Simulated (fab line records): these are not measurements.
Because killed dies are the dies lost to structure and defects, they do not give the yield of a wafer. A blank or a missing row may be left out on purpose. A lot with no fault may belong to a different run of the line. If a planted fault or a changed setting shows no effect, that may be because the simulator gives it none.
One fault through the eyes of 2 desks -- flow berkeley cmos170 -- every desk sees just its own numbers, and what lay behind them comes last

THE TOOL OWNER'S DESK: furnace-03
The tool's own readings at UCB170_SPACER_ANNEAL_02 (time 1800 s): means of the sampled wafers that have a number, for each lot that ran on this tool. The brackets show how far a lot's mean lies from the usual mean; more than 4 standard deviations puts the lot out of limits, marked OUT.
Columns: A = spike tc centre C at UCB170_SPACER_ANNEAL_02, usual 902.9 C; B = spike tc source C at UCB170_SPACER_ANNEAL_02, usual 923.2 C; C = tube center temp C at UCB170_SPACER_ANNEAL_02, usual 900 C; D = tube_center_temp_C_max at UCB170_SPACER_ANNEAL_02, usual 902.3; E = zone power load pct at UCB170_SPACER_ANNEAL_02, usual 27.8 %; F = zone power source pct at UCB170_SPACER_ANNEAL_02, usual 27.7 %
lot,first seen here,A,B,C,D,E,F
L695,day 5 20:54,903.1,924.0,900,902.1,24.9,29.5
L702,day 7 09:55,895.9 (-7.4) OUT,916.5,893 (-80) OUT,895.3 (-17) OUT,24.5,29.3
L703,day 7 09:55,896.1 (-7.2) OUT,916.8,893 (-79) OUT,895.3 (-17) OUT,24.8,29.0
This desk's finding: out of limits on L702, L703; first on L702, day 7 09:55 (spike tc centre C at UCB170_SPACER_ANNEAL_02). Within limits: L695.

FROM THE METROLOGY DESK
Means of the sampled wafers that have a number, per lot and without regard to the tool the lot ran on: this is what the gauges read. The brackets show how far a lot's mean lies from the usual mean; more than 4 standard deviations puts the lot out of limits, marked OUT.
Columns: A = PLDD_RS at UCB170_SDANNEAL_RS_MEAS_04, usual 1030.6 ohm/sq
lot,first seen here,A
L695,day 6 06:41,1032.1
L696,day 6 19:59,1028.2
L703,day 7 16:17,1056.8 (+11) OUT
L702,day 7 16:38,1056.0 (+11) OUT
L707,day 8 17:37,1031.4
L712,day 10 00:49,1030.0
L711,day 10 00:50,1028.8
L713,day 10 12:22,1031.4
L714,day 10 20:44,1031.9
L716,day 10 21:11,1035.1
L715,day 10 21:37,1025.6
L718,day 11 06:07,1028.7
L717,day 11 06:08,1030.5
Per this desk, out of limits: L702, L703; the first was L703, day 7 16:17 (PLDD_RS at UCB170_SDANNEAL_RS_MEAS_04). Within limits: L695, L696, L707, L712, L711, L713, L714, L716, L715, L718, L717.

ALL TOGETHER
An alarm could have come from the tool owner's desk at day 7 09:55, on L702, L703.
Metrology desk: alarm possible at day 7 16:17 on L702, L703.
UCB170_SPACER_ANNEAL_02 was run on furnace-03 by each of the lots named.

WHAT THE SIMULATOR PUT IN
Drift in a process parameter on furnace-03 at UCB170_SPACER_ANNEAL_02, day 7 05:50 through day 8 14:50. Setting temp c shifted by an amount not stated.
Lots struck among those shown: L702, L703.
Delay (hours) between the fault's onset and each desk's first out-of-limits reading: 4 at the tool owner's desk, 10 at the metrology desk.
